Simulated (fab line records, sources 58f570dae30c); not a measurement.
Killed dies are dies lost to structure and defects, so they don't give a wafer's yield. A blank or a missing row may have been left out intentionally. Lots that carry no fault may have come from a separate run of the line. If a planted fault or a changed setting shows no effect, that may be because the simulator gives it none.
One fault seen from 2 desks :: flow berkeley cmos170 :: numbers are kept per desk, each desk with only its own; the story behind them comes last

== DESK OF THE TOOL OWNER: rie si-01 ==
The tool's own readings at UCB170_GATE_ETCH_15 (etches poly-Si in HBr/Cl2, stops on SiO2, time 56.3 s, target depth 278.2 nm): means of the sampled wafers that have a number, for each lot that ran on this tool. If a lot's mean is further than 4 standard deviations from the usual mean, the lot is out of limits and carries the mark OUT (the distance appears in the brackets).
Columns: A = drypump motor current A at UCB170_GATE_ETCH_15, usual 5.6 A; B = he backside leak sccm at UCB170_GATE_ETCH_15, usual 2.8 sccm; C = oes product au at UCB170_GATE_ETCH_15, usual 0.830 a.u.; D = throttle valve pct at UCB170_GATE_ETCH_15, usual 26.55 %
lot: L237
first seen here: day 6 10:45
A: 5.0
B: 2.7
C: 0.821
D: 26.50

lot: L240
first seen here: day 7 00:55
A: 4.9
B: 3.1
C: 0.825
D: 26.56

lot: L239
first seen here: day 7 01:17
A: 5.0
B: 2.8
C: 0.815
D: 26.48

lot: L242
first seen here: day 7 10:35
A: 5.4
B: 2.8
C: 0.816
D: 26.59

lot: L247
first seen here: day 8 08:09
A: 5.4
B: 2.8
C: 0.822
D: 26.51

lot: L248
first seen here: day 8 15:02
A: 5.4
B: 2.9
C: 0.993 (+9.6) OUT
D: 26.49

lot: L250
first seen here: day 9 07:56
A: 5.4
B: 2.9
C: 0.987 (+9.2) OUT
D: 26.51
Finding of this desk: L248, L250 out of limits; the first was L248 at day 8 15:02, on oes product au at UCB170_GATE_ETCH_15. In limits: L237, L240, L239, L242, L247.

== FROM THE METROLOGY DESK ==
Means of the sampled wafers that have a number, per lot and without regard to the tool the lot ran on: this is what the gauges read. If a lot's mean is further than 4 standard deviations from the usual mean, the lot is out of limits and carries the mark OUT (the distance appears in the brackets).
Columns: A = START_OXIDE_THK at UCB170_START_THK_MEAS_03, usual 20.0 nm
lot: L236
first seen here: day 1 15:04
A: 20.2

lot: L237
first seen here: day 1 19:11
A: 20.3

lot: L238
first seen here: day 2 01:01
A: 20.1

lot: L239
first seen here: day 2 04:23
A: 20.1

lot: L240
first seen here: day 2 10:11
A: 20.0

lot: L241
first seen here: day 2 15:12
A: 20.0

lot: L242
first seen here: day 2 20:38
A: 20.0

lot: L243
first seen here: day 3 02:29
A: 20.1

lot: L247
first seen here: day 3 21:58
A: 19.9

lot: L248
first seen here: day 4 03:17
A: 20.3

lot: L250
first seen here: day 4 13:56
A: 19.4

lot: L253
first seen here: day 5 03:47
A: 19.8

lot: L256
first seen here: day 5 19:56
A: 20.5

lot: L257
first seen here: day 6 01:04
A: 19.8
Finding of this desk: none of the 14 lots has anything out of limits.

== TAKEN TOGETHER ==
The tool owner's desk had the chance to raise an alarm at day 8 15:02 on L248, L250.
Metrology desk: nothing out of limits seen.
The metrology desk has L248, L250 on record, within its limits.
UCB170_GATE_ETCH_15 was run on rie si-01 by each of the lots named.

== WHAT THE SIMULATOR PUT IN ==
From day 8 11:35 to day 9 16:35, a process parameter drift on rie si-01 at UCB170_GATE_ETCH_15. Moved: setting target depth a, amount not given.
Struck lots among those shown: L248, L250.
Time in hours from fault onset to the first out-of-limits reading at each desk: the tool owner's desk, 3.
